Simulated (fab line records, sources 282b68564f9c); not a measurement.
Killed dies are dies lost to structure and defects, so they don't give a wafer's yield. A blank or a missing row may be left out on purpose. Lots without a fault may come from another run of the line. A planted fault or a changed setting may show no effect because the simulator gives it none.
Which tool did it? | flow rit_cmos | 7 lots, 21 wafers sampled, at 1 step of a route of 202

WHAT THE GAUGES READ, wafer by wafer
RIT_ACTIVE_CD_MEAS_11: target cd 1400 nm.
lot  | measured    | on        | cd_nm (nm)
L789 | day 2 00:30 | cd_sem-02 | 1404.4 1404.3 1405.0
L795 | day 3 08:25 | cd_sem-01 | 1400.9 1402.6 1400.3
L797 | day 3 16:41 | cd_sem-02 | 1398.1 1398.5 1400.3
L800 | day 4 07:47 | cd_sem-02 | 1403.7 1401.4 1399.4
L802 | day 4 18:00 | cd_sem-02 | 1399.6 1399.8 1396.3
L804 | day 5 04:35 | cd_sem-02 | 1399.0 1400.7 1401.9
L807 | day 5 19:40 | cd_sem-01 | 1400.6 1399.9 1401.7

WHICH TOOL RAN EACH LOT (tool, then ch and the chambers of the sampled wafers, then the start)
The record holds no process step before these readings.

THE ANSWER, worked out from the rows above alone
Rule: what is usual is taken from the lots themselves. Put in order of their means at a reading, lots are off if they are a third of the lots or fewer, leave a main group of 4 or more, and stand apart from it by a gap of 3 or more times the standard deviation of the main group's means; of several such gaps the widest counts. A main group whose means are all the same, to the digits that the tables above print for the reading, isn't used. A lot without any number at a reading at which 4 lots or more have one is off too. The other lots that the step has rows for count as sound.
No lot is off at any reading shown: from this, nothing can be told.

WHAT THE SIMULATOR HAD PUT IN
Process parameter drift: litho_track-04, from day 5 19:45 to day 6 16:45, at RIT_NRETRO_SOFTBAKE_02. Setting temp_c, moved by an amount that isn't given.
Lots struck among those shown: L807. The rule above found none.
